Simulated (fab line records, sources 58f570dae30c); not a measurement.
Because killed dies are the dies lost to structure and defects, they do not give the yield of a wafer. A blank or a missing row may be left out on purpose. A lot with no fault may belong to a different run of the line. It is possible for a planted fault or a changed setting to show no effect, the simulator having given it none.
Struck lot and sound lot, side by side -- flow berkeley cmos170 -- 14 out of 331 route steps
Sound: the wafers L139.2, L139.5, L139.6. The struck wafers were L143.1, L143.3, L143.5. The cause is named last.
Each step with rows lists, per side, the tool, then ch with its chambers, then its first start. Under that, the readings that differ: sound wafers -- struck wafers -- difference of the means -- sigmas: that difference in standard deviations of wafers without a fault.
alike: a reading whose means differ by less than 2 such deviations, as well as words and numbers matching on both sides. not compared: withheld readings; readings where some wafer has no value; bounds like >300 that might hide an equal value; numbers whose values overlap and for which the record gives no deviation.
Wherever a step has rows on one side only, a row that says differs or no value, or a row with sigmas, the two part there. Non-overlapping numbers with no deviation appear without sigmas and do not part them. A reading missing from all wafers of one side parts the sides only when that side holds two or more wafers.

first, 1 step without rows for these wafers: UCB170_M3_PRE_CLEAN_00 (preclean etch time 60 s).
UCB170_M3_SPUTTER_01: material Al, target thk 900 nm, time 120 s.
  struck on pvd sputter-02, day 8 22:59; sound on pvd sputter-03, day 8 06:23
  alike: throttle valve pct
UCB170_M3_RS_MEAS_02: a four-point-probe measurement.
  struck on film metro-03, day 8 23:04; sound on film metro-01, day 8 06:30
  alike: M3_AL_RS
UCB170_M3_THK_MEAS_03: measures by xrf.
  struck on film metro-03, day 8 23:11; sound on film metro-01, day 8 06:37
  alike: M3_AL_THK
then, 3 steps without rows for these wafers: UCB170_M3_HMDS_04 (prime time 60 s); UCB170_M3_COAT_05 (resist thk 900 nm); UCB170_M3_SOFTBAKE_06 (time 60 s).
UCB170_M3_STRIP_07: strips in O2.
  sound on plasma asher-04 ch 0,1, day 8 07:43; struck on plasma asher-04 ch 0,1, day 8 23:56
  alike: drypump motor current A, oes product au, strip time to endpoint s
  not compared: rf hours counter h
then, 4 steps without rows for these wafers: UCB170_M3_STRIP_08 (strips KrF in DMSO, time 600 s); UCB170_M3_COAT_09; UCB170_M3_COAT_10 (resist thk 900 nm); UCB170_M3_SOFTBAKE_11 (time 60 s).
UCB170_M3_EXPOSE_12: exposes mask METAL3, target cd 700 nm.
  sound on krf scanner-02 ch 0, day 8 08:29; struck on krf scanner-01, day 9 00:51
  no value came back on the struck wafers for exposure dose mJ cm2, focus offset nm (nm); on the sound wafers exposure dose mJ cm2 reads 25.992 26.002 25.969
  alike: mask
following that, these wafers have no rows for 1 step: UCB170_M3_PEB_13.

## WHERE THEY PART
At UCB170_M3_EXPOSE_12 and nowhere else, as far as this record goes.

WHY: the cause the simulator had injected
Step skipped in full: krf scanner-01, at UCB170_M3_EXPOSE_12, from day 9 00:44 onward. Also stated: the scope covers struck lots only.
